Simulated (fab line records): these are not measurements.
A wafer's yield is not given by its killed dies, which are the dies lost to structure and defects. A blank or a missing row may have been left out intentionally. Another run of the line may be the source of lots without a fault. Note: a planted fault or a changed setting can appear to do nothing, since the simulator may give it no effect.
Problem report, 8D (eight disciplines) form, completed by code || flow berkeleyCmos170 || the parts of the form that need people (team, actions taken, sign-off) are left out

== 1. WHAT IS WRONG ==
A mean of 29.851 is read at UCB170_PLDD_EXPOSE_03 for exposureDoseMJCm2, taken on 1 wafer of 1 lot, against 29.975 (standard deviation 0.029) on wafers free of any fault. That puts it -4.3 standard deviations away from the usual mean.
The step: exposes mask PSELECT, target cd 1200 nm.
First observed at day 9 22:44: wafer L508.3, on krfScanner-02. Wafers with a number at this step in the record: 37, from 13 lots. Rule for "out", or "out of limits": more than 4 standard deviations from the usual mean. All remaining wafers that have a number are taken as sound.

== 2. WHAT THIS IS AND IS NOT ==
{"question": "which readings at this step", "is": "exposureDoseMJCm2", "is not": "-"}
{"question": "which lots", "is": "L508", "is not": "L490, L491, L492, L493, L496, L499, L500, L502, L504, L506, L511, L512"}
{"question": "which wafers of those lots", "is": "all that have a number", "is not": "-"}
{"question": "read on which tools", "is": "krfScanner-02", "is not": "krfScanner-01"}
{"question": "when", "is": "from day 9 22:44", "is not": "up to then (30 sound wafers); but 6 sound wafers of L511, L512 came after"}

== 3. SUSPECTS, AND WHAT RULES EACH OUT ==
Counting: a tool stays on the suspect list if, at a process step up to the reading, it processed all lots that are out and no sound lot following the first of them.
- plasmaAsher-04 at UCB170_PVT_STRIP_08 (strips in O2): ruled out as a lasting fault. Sound lots L511 ran on it after its first lot that is out, L508 (day 9 09:07).
- krfScanner-02 at UCB170_PLDD_EXPOSE_03 (exposes mask PSELECT, target cd 1200 nm): kept. It ran the lot that is out, L508 (day 9 22:44), and no sound lot after that; its last sound lot up to then is L500 (day 8 08:47). On those wafers its own readings are out: exposureDoseMJCm2.
The count leaves krfScanner-02 at UCB170_PLDD_EXPOSE_03.

== 4. THE CAUSE (what the simulator had put in) ==
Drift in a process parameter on krfScanner-02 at UCB170_PLDD_EXPOSE_03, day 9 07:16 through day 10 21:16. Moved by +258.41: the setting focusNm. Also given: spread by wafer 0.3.
Counting left only this tool.

== 5. SEQUENCE OF EFFECTS, ordered by route ==
Each row: a reading whose mean over the struck wafers that have a number lies more than 3 standard deviations from the usual. Readings are gone through only where the record gives a usual standard deviation; hours: the median, over the lots, of the time from a lot's start at the first step in this table giving one to that lot's start at this step; sigmas: the change measured in usual standard deviations.
{"hours": 0, "step": "UCB170_PLDD_EXPOSE_03", "reading": "exposureDoseMJCm2", "usual": 29.975, "on struck wafers": 29.851, "change": -0.124, "sigmas": -4.3}
The process steps in it:
- UCB170_PLDD_EXPOSE_03: exposes mask PSELECT, target cd 1200 nm.

== 6. WHAT WOULD HAVE CAUGHT IT SOONER ==
In this record no reading fell out of limits until day 9 22:44, 15 hours after the fault had begun at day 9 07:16.
